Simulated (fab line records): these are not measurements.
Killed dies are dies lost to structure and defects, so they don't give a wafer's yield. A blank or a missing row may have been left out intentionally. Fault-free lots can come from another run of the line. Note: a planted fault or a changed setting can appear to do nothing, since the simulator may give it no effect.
What tool caused it? || flow rit cmos || 42 wafers from 14 lots sampled at 2 of the route's 202 steps

## WHAT EACH GAUGE READ, for each wafer
RIT_ACTIVE_THK_MEAS_02.
{"lot": "L660", "measured": "day 1 17:17", "on": "film metro-03", "ACTIVE_OXIDE_THK (nm)": "45.7 45.2 45.3"}
{"lot": "L663", "measured": "day 2 08:40", "on": "film metro-02", "ACTIVE_OXIDE_THK (nm)": "47.8 47.5 47.8"}
{"lot": "L664", "measured": "day 2 14:27", "on": "film metro-04", "ACTIVE_OXIDE_THK (nm)": "47.7 48.0 47.3"}
{"lot": "L665", "measured": "day 2 18:04", "on": "film metro-02", "ACTIVE_OXIDE_THK (nm)": "45.4 45.5 45.7"}
{"lot": "L666", "measured": "day 2 23:50", "on": "film metro-02", "ACTIVE_OXIDE_THK (nm)": "46.5 46.8 46.4"}
{"lot": "L667", "measured": "day 3 05:07", "on": "film metro-03", "ACTIVE_OXIDE_THK (nm)": "45.6 45.4 45.8"}
{"lot": "L668", "measured": "day 3 09:03", "on": "film metro-03", "ACTIVE_OXIDE_THK (nm)": "46.8 46.7 46.8"}
{"lot": "L669", "measured": "day 3 15:50", "on": "film metro-02", "ACTIVE_OXIDE_THK (nm)": "46.2 45.7 46.3"}
{"lot": "L670", "measured": "day 3 20:13", "on": "film metro-02", "ACTIVE_OXIDE_THK (nm)": "46.9 45.6 46.2"}
{"lot": "L671", "measured": "day 4 00:44", "on": "film metro-04", "ACTIVE_OXIDE_THK (nm)": "47.9 48.0 47.5"}
{"lot": "L675", "measured": "day 4 20:52", "on": "film metro-02", "ACTIVE_OXIDE_THK (nm)": "46.9 47.6 47.0"}
{"lot": "L679", "measured": "day 5 16:11", "on": "film metro-04", "ACTIVE_OXIDE_THK (nm)": "53.9 53.5 53.7"}
{"lot": "L680", "measured": "day 5 21:04", "on": "film metro-02", "ACTIVE_OXIDE_THK (nm)": "53.8 53.7 54.0"}
{"lot": "L682", "measured": "day 6 07:53", "on": "film metro-04", "ACTIVE_OXIDE_THK (nm)": "46.3 47.0 47.4"}

## WHICH TOOL RAN EACH LOT (tool, then ch and the chambers of the sampled wafers, then the start)
{"lot": "L660", "RIT_ACTIVE_OXIDATION_01": "furnace-01 ch 0, day 1 15:21"}
{"lot": "L663", "RIT_ACTIVE_OXIDATION_01": "furnace-04 ch 0, day 2 06:43"}
{"lot": "L664", "RIT_ACTIVE_OXIDATION_01": "furnace-04 ch 0, day 2 12:31"}
{"lot": "L665", "RIT_ACTIVE_OXIDATION_01": "furnace-03 ch 0, day 2 16:07"}
{"lot": "L666", "RIT_ACTIVE_OXIDATION_01": "furnace-04 ch 0, day 2 21:53"}
{"lot": "L667", "RIT_ACTIVE_OXIDATION_01": "furnace-03 ch 0, day 3 03:11"}
{"lot": "L668", "RIT_ACTIVE_OXIDATION_01": "furnace-03 ch 0, day 3 07:07"}
{"lot": "L669", "RIT_ACTIVE_OXIDATION_01": "furnace-03 ch 0, day 3 13:53"}
{"lot": "L670", "RIT_ACTIVE_OXIDATION_01": "furnace-01 ch 0, day 3 18:16"}
{"lot": "L671", "RIT_ACTIVE_OXIDATION_01": "furnace-01 ch 0, day 3 22:49"}
{"lot": "L675", "RIT_ACTIVE_OXIDATION_01": "furnace-03 ch 0, day 4 18:56"}
{"lot": "L679", "RIT_ACTIVE_OXIDATION_01": "furnace-03 ch 0, day 5 14:15"}
{"lot": "L680", "RIT_ACTIVE_OXIDATION_01": "furnace-03 ch 0, day 5 19:07"}
{"lot": "L682", "RIT_ACTIVE_OXIDATION_01": "furnace-01 ch 0, day 6 05:57"}
- RIT_ACTIVE_OXIDATION_01: target thk 46.8 nm, ox time 3360 s.

## AS READ BY THE TOOLS THEMSELVES (means over the sampled wafers that have a number; for cases with no such wafer, the mark the record gives instead)
RIT_ACTIVE_OXIDATION_01.
{"lot": "L660", "tool": "furnace-01", "spike tc centre C (C)": 1005.2, "spike tc load C (C)": 1026.4, "spike tc source C (C)": 1026.9, "tube center temp C (C)": 1000, "tube_center_temp_C_max": 1002.7, "zone power centre pct (%)": 52}
{"lot": "L663", "tool": "furnace-04", "spike tc centre C (C)": 999.7, "spike tc load C (C)": 1029.8, "spike tc source C (C)": 1027.4, "tube center temp C (C)": 1000, "tube_center_temp_C_max": 1002.9, "zone power centre pct (%)": 64}
{"lot": "L664", "tool": "furnace-04", "spike tc centre C (C)": 1001.5, "spike tc load C (C)": 1028.7, "spike tc source C (C)": 1026.2, "tube center temp C (C)": 1000, "tube_center_temp_C_max": 1002.4, "zone power centre pct (%)": 63}
{"lot": "L665", "tool": "furnace-03", "spike tc centre C (C)": 1003.1, "spike tc load C (C)": 1026.1, "spike tc source C (C)": 1027.0, "tube center temp C (C)": 1000, "tube_center_temp_C_max": 1002.7, "zone power centre pct (%)": 56}
{"lot": "L666", "tool": "furnace-04", "spike tc centre C (C)": 1001.5, "spike tc load C (C)": 1030.2, "spike tc source C (C)": 1027.8, "tube center temp C (C)": 1000, "tube_center_temp_C_max": 1002.8, "zone power centre pct (%)": 63}
{"lot": "L667", "tool": "furnace-03", "spike tc centre C (C)": 1003.3, "spike tc load C (C)": 1025.2, "spike tc source C (C)": 1026.5, "tube center temp C (C)": 1000, "tube_center_temp_C_max": 1002.6, "zone power centre pct (%)": 56}
{"lot": "L668", "tool": "furnace-03", "spike tc centre C (C)": 1004.7, "spike tc load C (C)": 1026.6, "spike tc source C (C)": 1028.8, "tube center temp C (C)": 1000, "tube_center_temp_C_max": 1002.7, "zone power centre pct (%)": 55}
{"lot": "L669", "tool": "furnace-03", "spike tc centre C (C)": 1003.5, "spike tc load C (C)": 1026.2, "spike tc source C (C)": 1026.6, "tube center temp C (C)": 1000, "tube_center_temp_C_max": 1002.6, "zone power centre pct (%)": 55}
{"lot": "L670", "tool": "furnace-01", "spike tc centre C (C)": 1004.7, "spike tc load C (C)": 1026.4, "spike tc source C (C)": 1026.6, "tube center temp C (C)": 1000, "tube_center_temp_C_max": 1002.4, "zone power centre pct (%)": 52}
{"lot": "L671", "tool": "furnace-01", "spike tc centre C (C)": 1004.9, "spike tc load C (C)": 1025.7, "spike tc source C (C)": 1026.5, "tube center temp C (C)": 1000, "tube_center_temp_C_max": 1002.9, "zone power centre pct (%)": 52}
{"lot": "L675", "tool": "furnace-03", "spike tc centre C (C)": 1003.6, "spike tc load C (C)": 1026.0, "spike tc source C (C)": 1027.4, "tube center temp C (C)": 1000, "tube_center_temp_C_max": 1002.5, "zone power centre pct (%)": 56}
{"lot": "L679", "tool": "furnace-03", "spike tc centre C (C)": 1018.2, "spike tc load C (C)": 1040.3, "spike tc source C (C)": 1042.8, "tube center temp C (C)": 1015, "tube_center_temp_C_max": 1017.5, "zone power centre pct (%)": 56}
{"lot": "L680", "tool": "furnace-03", "spike tc centre C (C)": 1018.0, "spike tc load C (C)": 1040.4, "spike tc source C (C)": 1043.9, "tube center temp C (C)": 1015, "tube_center_temp_C_max": 1017.5, "zone power centre pct (%)": 56}
{"lot": "L682", "tool": "furnace-01", "spike tc centre C (C)": 1004.9, "spike tc load C (C)": 1025.8, "spike tc source C (C)": 1025.8, "tube center temp C (C)": 1000, "tube_center_temp_C_max": 1002.5, "zone power centre pct (%)": 52}

## THE ANSWER, worked out from the rows above alone
Rule: what is usual is taken from the lots themselves. Put in order of their means at a reading, lots are off if they are a third of the lots or fewer, leave a main group of 4 or more, and stand apart from it by a gap of 3 or more times the standard deviation of the main group's means; of several such gaps the widest counts. If all means in a main group match to the digits the tables above print for the reading, that group is not used. A lot without any number at a reading at which 4 lots or more have one is off too. All remaining lots with rows at the step are treated as sound. After the gauges, taken in route order, come the tools' own readings; for these a lot's mean is taken, as printed above. The first step at which some lot is off is used, and at that step the reading that is off furthest; a lot without a number counts as furthest.
Off: L679, L680, seen at RIT_ACTIVE_THK_MEAS_02 (ACTIVE_OXIDE_THK). Main group: mean 46.6 nm, sd 0.83.
A tool fits if, at a process step before that reading, it ran every lot that is off, and no sound lot after the first of them. The gauges at RIT_ACTIVE_THK_MEAS_02 aren't tried: what is off there is off at RIT_ACTIVE_OXIDATION_01 too, on other tools, and a gauge's error can't cause that. One fits: RIT_ACTIVE_OXIDATION_01 on furnace-03. Its last sound lot is L675 (day 4 18:56), its first lot that is off L679 (day 5 14:15): a fault that began between those two fits.
The tool's own readings at RIT_ACTIVE_OXIDATION_01 bear it out: on the lots that are off they differ by more than 5 times the standard deviation of the sound lots' means. spike tc centre C reads 1018.1 C there against 1003.4 C on the sound lots; spike tc load C reads 1040.3 C there against 1026.9 C on the sound lots; spike tc source C reads 1043.3 C there against 1027.0 C on the sound lots; tube center temp C reads 1015 C there against 1000 C on the sound lots; tube_center_temp_C_max reads 1017.5 there against 1002.6 on the sound lots.

## WHAT THE SIMULATOR HAD INSERTED
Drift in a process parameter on furnace-03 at RIT_ACTIVE_OXIDATION_01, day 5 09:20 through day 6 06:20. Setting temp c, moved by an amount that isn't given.
Shown lots that were struck: L679, L680. The rule above found the same.
